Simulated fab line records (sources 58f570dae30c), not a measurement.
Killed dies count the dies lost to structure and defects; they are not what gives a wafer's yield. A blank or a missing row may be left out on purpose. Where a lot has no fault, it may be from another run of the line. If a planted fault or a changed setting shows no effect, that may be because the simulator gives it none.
Which tool was responsible? || flow berkeley_cmos170 || 14 lots, 42 wafers sampled, at 6 steps of a route of 331

WHAT THE GAUGES READ, wafer by wafer
UCB170_NVT_TW_MEAS_09. Usual: NVT_TW 524, standard deviation 7.3.
{"lot": "L667", "measured": "day 6 02:04", "on": "film_metro-01", "NVT_TW": "528 528 529", "flag": ""}
{"lot": "L669", "measured": "day 6 02:16", "on": "film_metro-03", "NVT_TW": "517 514 518", "flag": ""}
{"lot": "L668", "measured": "day 6 02:31", "on": "film_metro-03", "NVT_TW": "517 515 514", "flag": ""}
{"lot": "L672", "measured": "day 7 00:35", "on": "film_metro-04", "NVT_TW": "530 532 530", "flag": ""}
{"lot": "L674", "measured": "day 7 12:40", "on": "film_metro-01", "NVT_TW": "530 533 530", "flag": ""}
{"lot": "L679", "measured": "day 8 11:41", "on": "film_metro-03", "NVT_TW": "514 519 516", "flag": ""}
{"lot": "L680", "measured": "day 8 11:47", "on": "film_metro-01", "NVT_TW": "532 532 530", "flag": ""}
{"lot": "L681", "measured": "day 8 15:19", "on": "film_metro-04", "NVT_TW": "533 532 533", "flag": ""}
{"lot": "L683", "measured": "day 9 02:16", "on": "film_metro-01", "NVT_TW": "528 532 532", "flag": ""}
{"lot": "L684", "measured": "day 9 02:19", "on": "film_metro-03", "NVT_TW": "516 518 519", "flag": ""}
{"lot": "L686", "measured": "day 9 15:44", "on": "film_metro-04", "NVT_TW": "524 525 527", "flag": ""}
{"lot": "L687", "measured": "day 10 01:08", "on": "film_metro-03", "NVT_TW": "519 514 517", "flag": ""}
{"lot": "L688", "measured": "day 10 01:23", "on": "film_metro-03", "NVT_TW": "518 514 515", "flag": ""}
{"lot": "L689", "measured": "day 10 17:03", "on": "film_metro-01", "NVT_TW": "533 533 532", "flag": ""}

UCB170_SPACER_THK_MEAS_01. Usual: SPACER_TEOS_THK 376 nm, standard deviation 4.8.
{"lot": "L667", "measured": "day 6 20:04", "on": "film_metro-01", "SPACER_TEOS_THK (nm)": "377 376 374", "flag": ""}
{"lot": "L669", "measured": "day 6 20:00", "on": "film_metro-01", "SPACER_TEOS_THK (nm)": "373 381 369", "flag": ""}
{"lot": "L668", "measured": "day 6 20:01", "on": "film_metro-03", "SPACER_TEOS_THK (nm)": "377 377 384", "flag": ""}
{"lot": "L672", "measured": "day 7 21:31", "on": "film_metro-01", "SPACER_TEOS_THK (nm)": "326 316 323 326 316 323", "flag": "OFF"}
{"lot": "L674", "measured": "day 8 08:52", "on": "film_metro-01", "SPACER_TEOS_THK (nm)": "321 327 337 321 327 337", "flag": "OFF"}
{"lot": "L679", "measured": "day 9 08:08", "on": "film_metro-01", "SPACER_TEOS_THK (nm)": "373 374 378", "flag": ""}
{"lot": "L680", "measured": "day 9 07:29", "on": "film_metro-03", "SPACER_TEOS_THK (nm)": "375 384 382", "flag": ""}
{"lot": "L681", "measured": "day 9 09:43", "on": "film_metro-03", "SPACER_TEOS_THK (nm)": "379 376 382", "flag": ""}
{"lot": "L683", "measured": "day 9 20:32", "on": "film_metro-03", "SPACER_TEOS_THK (nm)": "363 373 370", "flag": ""}
{"lot": "L684", "measured": "day 9 20:17", "on": "film_metro-03", "SPACER_TEOS_THK (nm)": "374 378 377", "flag": ""}
{"lot": "L686", "measured": "day 10 13:31", "on": "film_metro-03", "SPACER_TEOS_THK (nm)": "376 385 383", "flag": ""}
{"lot": "L687", "measured": "day 11 00:26", "on": "film_metro-01", "SPACER_TEOS_THK (nm)": "370 375 376", "flag": ""}
{"lot": "L688", "measured": "day 11 00:49", "on": "film_metro-01", "SPACER_TEOS_THK (nm)": "372 381 383", "flag": ""}
{"lot": "L689", "measured": "day 11 12:26", "on": "film_metro-01", "SPACER_TEOS_THK (nm)": "373 378 380", "flag": ""}

UCB170_CONTACT_THK_MEAS_02. Usual: CONTACT_PSG_THK 700 nm, standard deviation 6.3.
{"lot": "L667", "measured": "day 7 07:31", "on": "film_metro-04", "CONTACT_PSG_THK (nm)": "708 710 708", "flag": ""}
{"lot": "L669", "measured": "day 7 05:44", "on": "film_metro-01", "CONTACT_PSG_THK (nm)": "711 715 709", "flag": ""}
{"lot": "L668", "measured": "day 7 07:31", "on": "film_metro-02", "CONTACT_PSG_THK (nm)": "688 691 700", "flag": ""}
{"lot": "L672", "measured": "day 8 16:39", "on": "film_metro-04", "CONTACT_PSG_THK (nm)": "701 695 694", "flag": ""}
{"lot": "L674", "measured": "day 9 01:48", "on": "film_metro-04", "CONTACT_PSG_THK (nm)": "694 697 694", "flag": ""}
{"lot": "L679", "measured": "day 9 22:58", "on": "film_metro-02", "CONTACT_PSG_THK (nm)": "701 707 705", "flag": ""}
{"lot": "L680", "measured": "day 9 22:58", "on": "film_metro-04", "CONTACT_PSG_THK (nm)": "693 695 695", "flag": ""}
{"lot": "L681", "measured": "day 10 00:45", "on": "film_metro-02", "CONTACT_PSG_THK (nm)": "700 698 699", "flag": ""}
{"lot": "L683", "measured": "day 10 12:58", "on": "film_metro-04", "CONTACT_PSG_THK (nm)": "708 711 706", "flag": ""}
{"lot": "L684", "measured": "day 10 11:19", "on": "film_metro-04", "CONTACT_PSG_THK (nm)": "708 704 697", "flag": ""}
{"lot": "L686", "measured": "day 11 03:32", "on": "film_metro-04", "CONTACT_PSG_THK (nm)": "704 705 702", "flag": ""}
{"lot": "L687", "measured": "day 11 14:25", "on": "film_metro-04", "CONTACT_PSG_THK (nm)": "696 693 698", "flag": ""}
{"lot": "L688", "measured": "day 11 13:39", "on": "film_metro-02", "CONTACT_PSG_THK (nm)": "697 694 697", "flag": ""}
{"lot": "L689", "measured": "day 12 02:40", "on": "film_metro-04", "CONTACT_PSG_THK (nm)": "687 690 681", "flag": ""}

WHAT TOOL EACH LOT RAN ON (gives the tool, then ch and the chambers of the sampled wafers, and finally the start)
{"lot": "L667", "UCB170_SPACER_CVD_00": "pecvd-03 ch 0,1,2, day 6 19:59", "UCB170_SPACER_ETCHBACK_03": "rie_diel-03 ch 0,2,3, day 6 22:15", "UCB170_SILICIDE_RTA_04": "rtp_anneal-02 ch 0, day 7 04:20"}
{"lot": "L669", "UCB170_SPACER_CVD_00": "pecvd-03 ch 0,1,2, day 6 19:56", "UCB170_SPACER_ETCHBACK_03": "rie_diel-03 ch 2,3, day 6 22:10", "UCB170_SILICIDE_RTA_04": "rtp_anneal-01 ch 0, day 7 03:41"}
{"lot": "L668", "UCB170_SPACER_CVD_00": "pecvd-02 ch 1,2, day 6 19:56", "UCB170_SPACER_ETCHBACK_03": "rie_diel-02 ch 1,2,3, day 6 22:10", "UCB170_SILICIDE_RTA_04": "rtp_anneal-01 ch 0, day 7 04:10"}
{"lot": "L672", "UCB170_SPACER_CVD_00": "pecvd-03 ch 0,2, day 7 21:28", "UCB170_SPACER_ETCHBACK_03": "rie_diel-03 ch 1,2,3, day 8 04:30", "UCB170_SILICIDE_RTA_04": "rtp_anneal-02 ch 0, day 8 13:02"}
{"lot": "L674", "UCB170_SPACER_CVD_00": "pecvd-03 ch 0,2, day 8 08:50", "UCB170_SPACER_ETCHBACK_03": "rie_diel-02 ch 1,2,3, day 8 18:13", "UCB170_SILICIDE_RTA_04": "rtp_anneal-01 ch 0, day 8 23:41"}
{"lot": "L679", "UCB170_SPACER_CVD_00": "pecvd-02 ch 0,1,2, day 9 08:05", "UCB170_SPACER_ETCHBACK_03": "rie_diel-03 ch 1,2,3, day 9 10:12", "UCB170_SILICIDE_RTA_04": "rtp_anneal-02 ch 0, day 9 20:32"}
{"lot": "L680", "UCB170_SPACER_CVD_00": "pecvd-02 ch 0,1,2, day 9 07:26", "UCB170_SPACER_ETCHBACK_03": "rie_diel-03 ch 1,3, day 9 10:08", "UCB170_SILICIDE_RTA_04": "rtp_anneal-02 ch 0, day 9 20:36"}
{"lot": "L681", "UCB170_SPACER_CVD_00": "pecvd-01 ch 0,1,2, day 9 09:40", "UCB170_SPACER_ETCHBACK_03": "rie_diel-03 ch 0,1, day 9 14:58", "UCB170_SILICIDE_RTA_04": "rtp_anneal-02 ch 0, day 9 21:26"}
{"lot": "L683", "UCB170_SPACER_CVD_00": "pecvd-01 ch 0,1,2, day 9 20:22", "UCB170_SPACER_ETCHBACK_03": "rie_diel-01 ch 0,1,3, day 10 00:14", "UCB170_SILICIDE_RTA_04": "rtp_anneal-01 ch 0, day 10 09:17"}
{"lot": "L684", "UCB170_SPACER_CVD_00": "pecvd-02 ch 0,1,2, day 9 20:09", "UCB170_SPACER_ETCHBACK_03": "rie_diel-02 ch 1,2,3, day 10 00:14", "UCB170_SILICIDE_RTA_04": "rtp_anneal-02 ch 0, day 10 09:08"}
{"lot": "L686", "UCB170_SPACER_CVD_00": "pecvd-01 ch 0,1,2, day 10 13:27", "UCB170_SPACER_ETCHBACK_03": "rie_diel-03 ch 1,2,3, day 10 17:10", "UCB170_SILICIDE_RTA_04": "rtp_anneal-02 ch 0, day 11 01:29"}
{"lot": "L687", "UCB170_SPACER_CVD_00": "pecvd-01 ch 0,1,2, day 11 00:23", "UCB170_SPACER_ETCHBACK_03": "rie_diel-03 ch 0,2, day 11 04:36", "UCB170_SILICIDE_RTA_04": "rtp_anneal-02 ch 0, day 11 11:27"}
{"lot": "L688", "UCB170_SPACER_CVD_00": "pecvd-03 ch 0,1,2, day 11 00:46", "UCB170_SPACER_ETCHBACK_03": "rie_diel-01 ch 0,1,2, day 11 04:36", "UCB170_SILICIDE_RTA_04": "rtp_anneal-01 ch 0, day 11 11:36"}
{"lot": "L689", "UCB170_SPACER_CVD_00": "pecvd-01 ch 1,2, day 11 12:22", "UCB170_SPACER_ETCHBACK_03": "rie_diel-03 ch 0,1,2, day 11 16:53", "UCB170_SILICIDE_RTA_04": "rtp_anneal-02 ch 0, day 11 22:16"}
- UCB170_SPACER_CVD_00: deposits SiO2 from TEOS/O2, target thk 376 nm, time 47 s.
- UCB170_SPACER_ETCHBACK_03: etches SiO2 in CHF3/CF4/Ar, stops on Si, target depth 376 nm, time 100 s.
- UCB170_SILICIDE_RTA_04: time 15 s.

WHAT THE TOOLS THEMSELVES READ (means of the sampled wafers that have a number; where no wafer has one, the mark that the record gives instead)
UCB170_SPACER_CVD_00. Usual: heater_power_w 249 W, standard deviation 66; pressure_mtorr 9002 mTorr, standard deviation 17.
{"lot": "L667", "tool": "pecvd-03", "heater_power_w (W)": 291, "pressure_mtorr (mTorr)": 9007, "flag": ""}
{"lot": "L669", "tool": "pecvd-03", "heater_power_w (W)": 300, "pressure_mtorr (mTorr)": 9008, "flag": ""}
{"lot": "L668", "tool": "pecvd-02", "heater_power_w (W)": 254, "pressure_mtorr (mTorr)": 8985, "flag": ""}
{"lot": "L672", "tool": "pecvd-03", "heater_power_w (W)": 275, "pressure_mtorr (mTorr)": 9005, "flag": ""}
{"lot": "L674", "tool": "pecvd-03", "heater_power_w (W)": 233, "pressure_mtorr (mTorr)": 9010, "flag": ""}
{"lot": "L679", "tool": "pecvd-02", "heater_power_w (W)": 246, "pressure_mtorr (mTorr)": 9003, "flag": ""}
{"lot": "L680", "tool": "pecvd-02", "heater_power_w (W)": 222, "pressure_mtorr (mTorr)": 8985, "flag": ""}
{"lot": "L681", "tool": "pecvd-01", "heater_power_w (W)": 189, "pressure_mtorr (mTorr)": 9011, "flag": ""}
{"lot": "L683", "tool": "pecvd-01", "heater_power_w (W)": 191, "pressure_mtorr (mTorr)": 9003, "flag": ""}
{"lot": "L684", "tool": "pecvd-02", "heater_power_w (W)": 254, "pressure_mtorr (mTorr)": 9011, "flag": ""}
{"lot": "L686", "tool": "pecvd-01", "heater_power_w (W)": 191, "pressure_mtorr (mTorr)": 9006, "flag": ""}
{"lot": "L687", "tool": "pecvd-01", "heater_power_w (W)": 215, "pressure_mtorr (mTorr)": 9007, "flag": ""}
{"lot": "L688", "tool": "pecvd-03", "heater_power_w (W)": 312, "pressure_mtorr (mTorr)": 9009, "flag": ""}
{"lot": "L689", "tool": "pecvd-01", "heater_power_w (W)": 200, "pressure_mtorr (mTorr)": 9010, "flag": ""}

UCB170_SPACER_ETCHBACK_03. Usual: drypump_motor_current_A 5.9 A, standard deviation 0.51; oes_product_au 0.893 a.u., standard deviation 0.015; throttle_valve_pct 6.47 %, standard deviation 0.054.
{"lot": "L667", "tool": "rie_diel-03", "drypump_motor_current_A (A)": 6.0, "oes_product_au (a.u.)": 0.900, "throttle_valve_pct (%)": 6.44, "flag": ""}
{"lot": "L669", "tool": "rie_diel-03", "drypump_motor_current_A (A)": 6.0, "oes_product_au (a.u.)": 0.888, "throttle_valve_pct (%)": 6.41, "flag": ""}
{"lot": "L668", "tool": "rie_diel-02", "drypump_motor_current_A (A)": 5.9, "oes_product_au (a.u.)": 0.911, "throttle_valve_pct (%)": 6.50, "flag": ""}
{"lot": "L672", "tool": "rie_diel-03", "drypump_motor_current_A (A)": 6.2, "oes_product_au (a.u.)": 0.796, "throttle_valve_pct (%)": 6.41, "flag": "OFF"}
{"lot": "L674", "tool": "rie_diel-02", "drypump_motor_current_A (A)": 5.9, "oes_product_au (a.u.)": 0.818, "throttle_valve_pct (%)": 6.49, "flag": "OFF"}
{"lot": "L679", "tool": "rie_diel-03", "drypump_motor_current_A (A)": 6.2, "oes_product_au (a.u.)": 0.891, "throttle_valve_pct (%)": 6.43, "flag": ""}
{"lot": "L680", "tool": "rie_diel-03", "drypump_motor_current_A (A)": 5.9, "oes_product_au (a.u.)": 0.889, "throttle_valve_pct (%)": 6.41, "flag": ""}
{"lot": "L681", "tool": "rie_diel-03", "drypump_motor_current_A (A)": 5.8, "oes_product_au (a.u.)": 0.890, "throttle_valve_pct (%)": 6.48, "flag": ""}
{"lot": "L683", "tool": "rie_diel-01", "drypump_motor_current_A (A)": 5.4, "oes_product_au (a.u.)": 0.875, "throttle_valve_pct (%)": 6.49, "flag": ""}
{"lot": "L684", "tool": "rie_diel-02", "drypump_motor_current_A (A)": 5.8, "oes_product_au (a.u.)": 0.895, "throttle_valve_pct (%)": 6.49, "flag": ""}
{"lot": "L686", "tool": "rie_diel-03", "drypump_motor_current_A (A)": 6.2, "oes_product_au (a.u.)": 0.909, "throttle_valve_pct (%)": 6.43, "flag": ""}
{"lot": "L687", "tool": "rie_diel-03", "drypump_motor_current_A (A)": 5.9, "oes_product_au (a.u.)": 0.891, "throttle_valve_pct (%)": 6.47, "flag": ""}
{"lot": "L688", "tool": "rie_diel-01", "drypump_motor_current_A (A)": 5.4, "oes_product_au (a.u.)": 0.895, "throttle_valve_pct (%)": 6.52, "flag": ""}
{"lot": "L689", "tool": "rie_diel-03", "drypump_motor_current_A (A)": 6.2, "oes_product_au (a.u.)": 0.894, "throttle_valve_pct (%)": 6.46, "flag": ""}

UCB170_SILICIDE_RTA_04. Usual: chamber_o2_ppm 1.993, standard deviation 0.022; lamp_power_pct 11.0 %, standard deviation 1.6; wafer_temp_C_max 653.8, standard deviation 0.98.
{"lot": "L667", "tool": "rtp_anneal-02", "chamber_o2_ppm": 1.989, "lamp_power_pct (%)": 12.4, "wafer_temp_C_max": 652.8, "flag": ""}
{"lot": "L669", "tool": "rtp_anneal-01", "chamber_o2_ppm": 1.987, "lamp_power_pct (%)": 9.1, "wafer_temp_C_max": 654.3, "flag": ""}
{"lot": "L668", "tool": "rtp_anneal-01", "chamber_o2_ppm": 2.030, "lamp_power_pct (%)": 9.1, "wafer_temp_C_max": 654.2, "flag": ""}
{"lot": "L672", "tool": "rtp_anneal-02", "chamber_o2_ppm": 1.994, "lamp_power_pct (%)": 12.4, "wafer_temp_C_max": 652.8, "flag": ""}
{"lot": "L674", "tool": "rtp_anneal-01", "chamber_o2_ppm": 2.004, "lamp_power_pct (%)": 9.1, "wafer_temp_C_max": 654.2, "flag": ""}
{"lot": "L679", "tool": "rtp_anneal-02", "chamber_o2_ppm": 1.977, "lamp_power_pct (%)": 12.4, "wafer_temp_C_max": 652.8, "flag": ""}
{"lot": "L680", "tool": "rtp_anneal-02", "chamber_o2_ppm": 2.014, "lamp_power_pct (%)": 12.4, "wafer_temp_C_max": 653.0, "flag": ""}
{"lot": "L681", "tool": "rtp_anneal-02", "chamber_o2_ppm": 1.997, "lamp_power_pct (%)": 12.4, "wafer_temp_C_max": 653.0, "flag": ""}
{"lot": "L683", "tool": "rtp_anneal-01", "chamber_o2_ppm": 1.988, "lamp_power_pct (%)": 9.1, "wafer_temp_C_max": 654.3, "flag": ""}
{"lot": "L684", "tool": "rtp_anneal-02", "chamber_o2_ppm": 1.988, "lamp_power_pct (%)": 12.4, "wafer_temp_C_max": 653.5, "flag": ""}
{"lot": "L686", "tool": "rtp_anneal-02", "chamber_o2_ppm": 1.985, "lamp_power_pct (%)": 12.4, "wafer_temp_C_max": 653.8, "flag": ""}
{"lot": "L687", "tool": "rtp_anneal-02", "chamber_o2_ppm": 2.013, "lamp_power_pct (%)": 12.4, "wafer_temp_C_max": 653.1, "flag": ""}
{"lot": "L688", "tool": "rtp_anneal-01", "chamber_o2_ppm": 1.979, "lamp_power_pct (%)": 9.1, "wafer_temp_C_max": 654.6, "flag": ""}
{"lot": "L689", "tool": "rtp_anneal-02", "chamber_o2_ppm": 2.012, "lamp_power_pct (%)": 12.4, "wafer_temp_C_max": 653.3, "flag": ""}

THE ANSWER, worked out from the rows above alone
Rule: lot off if the mean of its wafers having a number is beyond 3 standard deviations from the usual mean. Also off: a lot with no number at a reading for which 4 or more lots have one. Any other lot the step has rows for is counted as sound. After the gauges, taken in route order, come the tools' own readings; for these a lot's mean is taken, as printed above. At the first step where some lot is off, the reading lying furthest off is the one used; lots without a number count as furthest.
Off: at UCB170_SPACER_THK_MEAS_01 (SPACER_TEOS_THK), L672, L674.
A tool fits if, at a process step before that reading, it ran every lot that is off, and no sound lot after the first of them. Not tried: the gauges at UCB170_SPACER_THK_MEAS_01; whatever is off there is also off at UCB170_SPACER_ETCHBACK_03, on other tools, and gauge error can't account for it. None of those tried fits.

WHAT THE SIMULATOR HAD PUT IN
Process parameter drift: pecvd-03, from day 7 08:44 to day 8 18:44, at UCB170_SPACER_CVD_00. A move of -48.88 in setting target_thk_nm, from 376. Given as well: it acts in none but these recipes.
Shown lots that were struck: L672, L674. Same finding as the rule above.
